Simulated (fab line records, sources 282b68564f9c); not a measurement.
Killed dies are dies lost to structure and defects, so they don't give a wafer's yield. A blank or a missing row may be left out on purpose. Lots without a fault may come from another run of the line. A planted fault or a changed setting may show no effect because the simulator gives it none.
Which tool did it? | flow rit_cmos | 14 lots, 42 wafers sampled, at 3 steps of a route of 202

WHAT THE GAUGES READ, wafer by wafer
RIT_NSD_TW_MEAS_10.
lot  | measured    | on            | NSD_TW
L319 | day 3 05:38 | film_metro-02 | 3180 3161 3176
L320 | day 3 13:04 | film_metro-01 | 3174 3185 3180
L322 | day 3 18:52 | film_metro-03 | 3101 3113 3099
L323 | day 4 00:45 | film_metro-02 | 3155 3177 3185
L324 | day 4 05:14 | film_metro-03 | 3078 3100 3107
L325 | day 4 09:37 | film_metro-01 | 3138 3164 3171
L327 | day 4 22:35 | film_metro-03 | 3094 3067 3094
L328 | day 5 01:46 | film_metro-02 | 3146 3166 3165
L329 | day 5 03:41 | film_metro-02 | 3142 3140 3163
L330 | day 5 08:32 | film_metro-01 | 3159 3182 3169
L331 | day 5 12:58 | film_metro-01 | 3167 3156 3154
L332 | day 5 22:04 | film_metro-03 | 3090 3065 3066
L338 | day 7 03:27 | film_metro-02 | 2523 2537 2545 2548 2535 2537
L339 | day 7 05:20 | film_metro-01 | 2541 2543 2554 2541 2546 2540

RIT_SDANNEAL_RS_MEAS_05: measures by four-point-probe.
lot  | measured    | on            | NSD_RS (ohm/sq)
L319 | day 3 07:48 | film_metro-01 | 84.47 84.55 84.51
L320 | day 3 15:14 | film_metro-02 | 84.12 84.13 84.01
L322 | day 3 20:53 | film_metro-02 | 84.40 84.55 84.42
L323 | day 4 02:53 | film_metro-01 | 84.33 84.24 84.55
L324 | day 4 07:27 | film_metro-03 | 85.00 84.57 84.66
L325 | day 4 11:52 | film_metro-01 | 84.81 84.43 84.69
L327 | day 5 00:45 | film_metro-02 | 84.64 84.79 84.73
L328 | day 5 04:03 | film_metro-01 | 84.52 84.49 84.82
L329 | day 5 05:43 | film_metro-02 | 84.83 84.83 84.92
L330 | day 5 10:45 | film_metro-01 | 84.98 84.52 84.99
L331 | day 5 15:21 | film_metro-02 | 84.35 84.46 84.10
L332 | day 6 00:36 | film_metro-01 | 85.05 84.86 84.48
L338 | day 7 08:39 | film_metro-02 | 175.36 174.84 174.12 175.56 174.53 173.89
L339 | day 7 16:06 | film_metro-02 | 176.52 175.42 176.35 176.74 175.69 176.98

WHICH TOOL RAN EACH LOT (tool, then ch and the chambers of the sampled wafers, then the start)
lot  | RIT_NSD_IMPLANT_08
L319 | implanter-03 ch 0, day 3 05:19
L320 | implanter-02 ch 0, day 3 12:44
L322 | implanter-03 ch 0, day 3 18:32
L323 | implanter-03 ch 0, day 4 00:26
L324 | implanter-04 ch 0, day 4 04:55
L325 | implanter-03 ch 0, day 4 09:19
L327 | implanter-02 ch 0, day 4 22:16
L328 | implanter-03 ch 0, day 5 01:26
L329 | implanter-03 ch 0, day 5 03:21
L330 | implanter-03 ch 0, day 5 08:14
L331 | implanter-04 ch 0, day 5 12:39
L332 | implanter-02 ch 0, day 5 21:44
L338 | implanter-04 ch 0, day 7 03:07
L339 | implanter-04 ch 0, day 7 05:01
- RIT_NSD_IMPLANT_08

WHAT THE TOOLS THEMSELVES READ (means of the sampled wafers that have a number; where no wafer has one, the mark that the record gives instead)
RIT_NSD_IMPLANT_08.
lot  | tool         | dose_ions_cm2 | end_station_pressure_torr (Torr) | faraday_current_uA
L319 | implanter-03 | 9.992e+14     | 7.3e-06                          | 3136
L320 | implanter-02 | 1.000e+15     | 7.6e-06                          | 3192
L322 | implanter-03 | 1.000e+15     | 7.4e-06                          | 3177
L323 | implanter-03 | 1.001e+15     | 7.7e-06                          | 3095
L324 | implanter-04 | 9.990e+14     | 7.2e-06                          | 3191
L325 | implanter-03 | 9.990e+14     | 7.5e-06                          | 3156
L327 | implanter-02 | 9.996e+14     | 7.4e-06                          | 3172
L328 | implanter-03 | 1.000e+15     | 7.4e-06                          | 3140
L329 | implanter-03 | 1.002e+15     | 7.7e-06                          | 3123
L330 | implanter-03 | 1.000e+15     | 7.7e-06                          | 3206
L331 | implanter-04 | 1.001e+15     | 7.4e-06                          | 3155
L332 | implanter-02 | 9.996e+14     | 7.2e-06                          | 3131
L338 | implanter-04 | 4.001e+14     | 6.0e-06                          | 1241
L339 | implanter-04 | 3.995e+14     | 5.9e-06                          | 1266

THE ANSWER, worked out from the rows above alone
Rule: what is usual is taken from the lots themselves. Put in order of their means at a reading, lots are off if they are a third of the lots or fewer, leave a main group of 4 or more, and stand apart from it by a gap of 3 or more times the standard deviation of the main group's means; of several such gaps the widest counts. A main group whose means are all the same, to the digits that the tables above print for the reading, isn't used. A lot without any number at a reading at which 4 lots or more have one is off too. The other lots that the step has rows for count as sound. The gauges are gone through in route order, then the tools' own readings, and for those a lot's mean is taken as printed above. The first step at which some lot is off is used, and at that step the reading that is off furthest; a lot without a number counts as furthest.
Off: L338, L339, at RIT_NSD_TW_MEAS_10 (NSD_TW). The main group: mean 3140, standard deviation 37.
A tool fits if, at a process step before that reading, it ran every lot that is off, and no sound lot after the first of them. The gauges at RIT_NSD_TW_MEAS_10 aren't tried: what is off there is off at RIT_NSD_IMPLANT_08 too, on other tools, and a gauge's error can't cause that. One fits: implanter-04 at RIT_NSD_IMPLANT_08. Its last sound lot is L331 (day 5 12:39), its first lot that is off L338 (day 7 03:07): a fault that began between those two fits.
The tool's own readings at RIT_NSD_IMPLANT_08 bear it out: on the lots that are off they differ by more than 5 times the standard deviation of the sound lots' means. dose_ions_cm2 reads 3.998e+14 there against 1.000e+15 on the sound lots; end_station_pressure_torr reads 6.0e-06 Torr there against 7.5e-06 Torr on the sound lots; faraday_current_uA reads 1254 there against 3156 on the sound lots.

WHAT THE SIMULATOR HAD PUT IN
Process parameter drift: implanter-04, from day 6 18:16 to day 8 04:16, at RIT_NSD_IMPLANT_08. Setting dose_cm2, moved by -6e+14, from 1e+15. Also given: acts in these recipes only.
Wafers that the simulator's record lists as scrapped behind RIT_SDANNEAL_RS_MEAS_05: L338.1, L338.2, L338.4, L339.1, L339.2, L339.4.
Lots struck among those shown: L338, L339. The rule above found the same.
